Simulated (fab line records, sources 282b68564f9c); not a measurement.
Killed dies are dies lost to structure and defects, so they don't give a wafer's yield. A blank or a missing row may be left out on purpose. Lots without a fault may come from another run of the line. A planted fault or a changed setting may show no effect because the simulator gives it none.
fab line records | flow rit_cmos
record lots=14 wafers=42 last_day=8
route steps=202 shown NWELL@34 PWELL@45 NRETRO@57
lots that met no fault: from a run of the same line without faults
start_h: hours from the record's first day to the start of the lot's first wafer shown | wait_h: hours since the lot's step before | " the same as in the row above | L1.1+2: a row that stands for several wafers | - no value, or no start given | * or withheld: withheld | < > ~ a bound
route shown NAME@n: a module of which the file shows steps, and the number in the route of the first | usual: mean/standard deviation of fault-free wafers | same: alike in all rows | chamber/n: place in a boat | sites: the reading at each site | _std_site: their standard deviation | _edge_site: outer sites' mean less inner sites' | radius_mm: how far each site lies from the wafer's centre | mask NAME#n: copy n | behind: the tool/chamber that last shaped the wafer | hold: why the lot was held/for how many hours/how that ended | device: the transistor (n, p or np) that didn't switch | end of line: the same wafers' tests at the end of the route | a step without rows: its recipe alone | killed: dies lost to structure and defects at the first sort, not the wafer's yield | map: a wafer's dies, x killed, . not, _ none there
set.NAME: the setting as run; set.NAME@STEP: as run at that earlier step | model.NAME: the simulator's own value behind a step, which no gauge read
steps of the route over a sample of lots; a table a step, a row a wafer
services: from which hour (start_h, from the record's first day; less than 0 if before it) a tool's chamber was out of use, for how many hours, and why
## steps
# step RIT_NWELL_OVL_MEAS_06
# usual NWELL_OVL=-0.8/1.4
# columns lot.wafer tool chamber start_h wait_h NWELL_OVL[nm]
L911.1 overlay-02 - 29.12 - -3.2
L911.2 " - " " -1.0
L911.6 " - " " -2.8
L912.2 overlay-02 - 30.87 - -0.7
L912.4 " - " " -2.2
L912.6 " - " " 0.1
L915.1 overlay-02 - 48.81 - -1.3
L915.2 " - " " 0.6
L915.6 " - " " 0.0
L916.2 overlay-02 - 50.80 - -2.3
L916.3 " - " " -2.9
L916.6 " - " " 0.4
L923.3 overlay-01 - 82.04 - 0.6
L923.4 " - " " -0.5
L923.5 " - " " -0.5
L924.4 overlay-02 - 87.08 - 0.9
L924.5 " - " " 0.3
L924.6 " - " " -0.5
L925.1 overlay-01 - 93.16 - -3.3
L925.2 " - " " -1.6
L925.6 " - " " 0.2
L926.1 overlay-02 - 96.85 - -1.3
L926.2 " - " " 0.6
L926.3 " - " " 0.4
L927.2 overlay-02 - 101.81 - -1.6
L927.3 " - " " -1.9
L927.5 " - " " -2.4
L928.2 overlay-01 - 107.49 - -1.4
L928.5 " - " " 0.4
L928.6 " - " " 2.0
L929.1 overlay-02 - 111.02 - -3.7
L929.4 " - " " -1.7
L929.6 " - " " -1.2
L931.1 overlay-02 - 123.20 - 0.0
L931.3 " - " " -0.7
L931.4 " - " " -0.7
L932.1 overlay-02 - 130.91 - -0.1
L932.5 " - " " -2.3
L932.6 " - " " -1.2
L933.4 overlay-01 - 138.29 - 0.2
L933.5 " - " " -0.3
L933.6 " - " " 2.0
# step RIT_PWELL_OVL_MEAS_06
# usual PWELL_OVL=-1.6/1.3
# columns lot.wafer tool chamber start_h wait_h PWELL_OVL[nm]
L911.1 overlay-02 - 30.73 - -0.7
L911.2 " - " " 1.0
L911.6 " - " " 0.1
L912.2 overlay-01 - 32.63 - -1.8
L912.4 " - " " -0.9
L912.6 " - " " -1.5
L915.1 overlay-01 - 50.48 - -0.7
L915.2 " - " " -1.0
L915.6 " - " " -0.6
L916.2 overlay-01 - 52.64 - -1.5
L916.3 " - " " 0.1
L916.6 " - " " -2.1
L923.3 overlay-02 - 83.72 - 0.1
L923.4 " - " " -3.0
L923.5 " - " " -1.1
L924.4 overlay-01 - 88.76 - -3.2
L924.5 " - " " -1.3
L924.6 " - " " -2.0
L925.1 overlay-02 - 94.79 - -3.8
L925.2 " - " " -1.5
L925.6 " - " " -1.9
L926.1 overlay-02 - 98.54 - -2.6
L926.2 " - " " -2.6
L926.3 " - " " -3.5
L927.2 overlay-01 - 103.65 - -3.4
L927.3 " - " " -0.9
L927.5 " - " " -2.2
L928.2 overlay-01 - 109.16 - 1.0
L928.5 " - " " 0.7
L928.6 " - " " -1.0
L929.1 overlay-02 - 112.63 - -1.9
L929.4 " - " " 0.2
L929.6 " - " " -0.9
L931.1 overlay-02 - 125.00 - -1.0
L931.3 " - " " -2.8
L931.4 " - " " -2.2
L932.1 overlay-02 - 132.46 - -3.7
L932.5 " - " " -1.9
L932.6 " - " " -0.3
L933.4 overlay-01 - 139.84 - 1.2
L933.5 " - " " -1.2
L933.6 " - " " -0.1
# step RIT_NRETRO_PEB_04
# recipe resist=NOVOLAK temp_c=withheld time_s=withheld
# usual chill_plate_temp_C=* exhaust_pa=45.0/0.93
# columns lot.wafer tool chamber start_h wait_h chill_plate_temp_C exhaust_pa
L911.1 litho_track-04 0 37.97 0.1 * 42.8
L911.2 " 0 " " * 42.1
L911.6 " 0 " " * 43.0
L912.2 litho_track-01 0 40.48 0.1 * 43.9
L912.4 " 0 " " * 44.3
L912.6 " 0 " " * 44.4
L915.1 litho_track-01 - 57.69 0.1 - -
L915.2 " - " " - -
L915.6 " - " " - -
L916.2 litho_track-04 - 60.22 0.1 - -
L916.3 " - " " - -
L916.6 " - " " - -
L923.3 litho_track-04 0 90.66 0.1 * 45.7
L923.4 " 0 " " * 44.7
L923.5 " 0 " " * 45.4
L924.4 litho_track-01 0 95.89 0.1 * 43.3
L924.5 " 0 " " * 44.4
L924.6 " 0 " " * 44.2
L925.1 litho_track-01 0 101.48 0.1 * 47.5
L925.2 " 0 " " * 44.5
L925.6 " 0 " " * 45.7
L926.1 litho_track-03 0 105.97 0.1 * 43.1
L926.2 " 0 " " * 45.4
L926.3 " 0 " " * 44.5
L927.2 litho_track-03 0 110.37 0.2 * 45.5
L927.3 " 0 " " * 45.3
L927.5 " 0 " " * 45.0
L928.2 litho_track-01 0 115.93 0.1 * 45.0
L928.5 " 0 " " * 45.0
L928.6 " 0 " " * 45.4
L929.1 litho_track-04 0 120.37 0.1 * 45.4
L929.4 " 0 " " * 43.3
L929.6 " 0 " " * 45.0
L931.1 litho_track-04 0 134.20 0.1 * 44.1
L931.3 " 0 " " * 45.0
L931.4 " 0 " " * 45.9
L932.1 litho_track-04 0 143.42 0.1 * 45.8
L932.5 " 0 " " * 45.2
L932.6 " 0 " " * 44.8
L933.4 litho_track-03 0 148.54 0.1 * 46.8
L933.5 " 0 " " * 46.4
L933.6 " 0 " " * 45.3
# step RIT_NRETRO_STRIP_09
# recipe chemistry=O2 time_s=180 resist=NOVOLAK platen_temp_c=withheld power_w=500 pressure_mtorr=4000 o2_flow_sccm=4000
# usual drypump_motor_current_A=5.7/0.43
# columns lot.wafer tool chamber start_h wait_h drypump_motor_current_A rf_hours_counter_h
L911.1 plasma_asher-02 1 38.72 0.1 5.6 40
L911.2 " 0 " " 5.5 40
L911.6 " 0 " " 5.5 -
L912.2 plasma_asher-01 1 41.20 0.1 5.0 25
L912.4 " 0 " " 5.5 -
L912.6 " 0 " " 5.5 -
L915.1 plasma_asher-04 0 58.44 0.1 6.2 41
L915.2 " 1 " " 6.3 41
L915.6 " 1 " " 6.3 -
L916.2 plasma_asher-02 0 60.94 0.1 5.5 42
L916.3 " 0 " " 5.5 -
L916.6 " 1 " " 5.6 -
L923.3 plasma_asher-01 1 91.42 0.1 5.0 -
L923.4 " 0 " " 5.5 -
L923.5 " 0 " " 5.5 -
L924.4 plasma_asher-04 1 96.63 0.1 6.3 -
L924.5 " 1 " " 6.3 -
L924.6 " 0 " " 6.2 -
L925.1 plasma_asher-02 0 102.23 0.1 5.5 47
L925.2 " 1 " " 5.6 47
L925.6 " 0 " " 5.5 -
L926.1 plasma_asher-02 1 106.72 0.1 5.6 48
L926.2 " 0 " " 5.5 48
L926.3 " 0 " " 5.5 -
L927.2 plasma_asher-01 1 111.27 0.1 5.0 32
L927.3 " 0 " " 5.5 -
L927.5 " 0 " " 5.5 -
L928.2 plasma_asher-02 0 116.66 0.1 5.5 49
L928.5 " 0 " " 5.5 -
L928.6 " 1 " " 5.6 -
L929.1 plasma_asher-04 0 121.12 0.1 6.2 48
L929.4 " 1 " " 6.3 -
L929.6 " 0 " " 6.2 -
L931.1 plasma_asher-01 1 134.95 0.1 5.0 35
L931.3 " 1 " " 5.0 -
L931.4 " 0 " " 5.6 -
L932.1 plasma_asher-02 0 144.17 0.1 5.5 51
L932.5 " 0 " " 5.5 -
L932.6 " 1 " " 5.6 -
L933.4 plasma_asher-04 0 149.27 0.1 6.1 -
L933.5 " 1 " " 6.3 -
L933.6 " 0 " " 6.1 -
## services
# columns tool chamber start_h hours kind
plasma_asher-04 - 78.88 2.8 pm
plasma_asher-01 - 136.21 0.6 repair
## key
first_sign step=RIT_NRETRO_PEB_04 reading=tool_record direction=missing
effect none on later readings
met_at RIT_NRETRO_PEB_04
struck_lots L915,L916
sort_left_out L915.1,L915.2,L915.6,L916.2,L916.3,L916.6
tester_left_out L915,L916
not_acting_at RIT_NWELL_OVL_MEAS_06,RIT_PWELL_OVL_MEAS_06,RIT_NRETRO_STRIP_09
onset_between 40.48 57.69
fault kind=skipped_step_whole tool=litho_track-01,litho_track-04 chamber=- onset_h=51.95 steps=RIT_NRETRO_PEB_04 scope=struck_lots_only
# tester_left_out: of these lots the tester's yield and bins aren't shown, on N5 and GAA mostly nor the transistor test; their killed dies are dies lost to structure and defects alone, not to doping, threshold or leakage, so they don't give the yield
# sort_left_out: the simulated sort isn't trusted on such a fault, so these wafers' sort isn't shown, and their yield isn't known
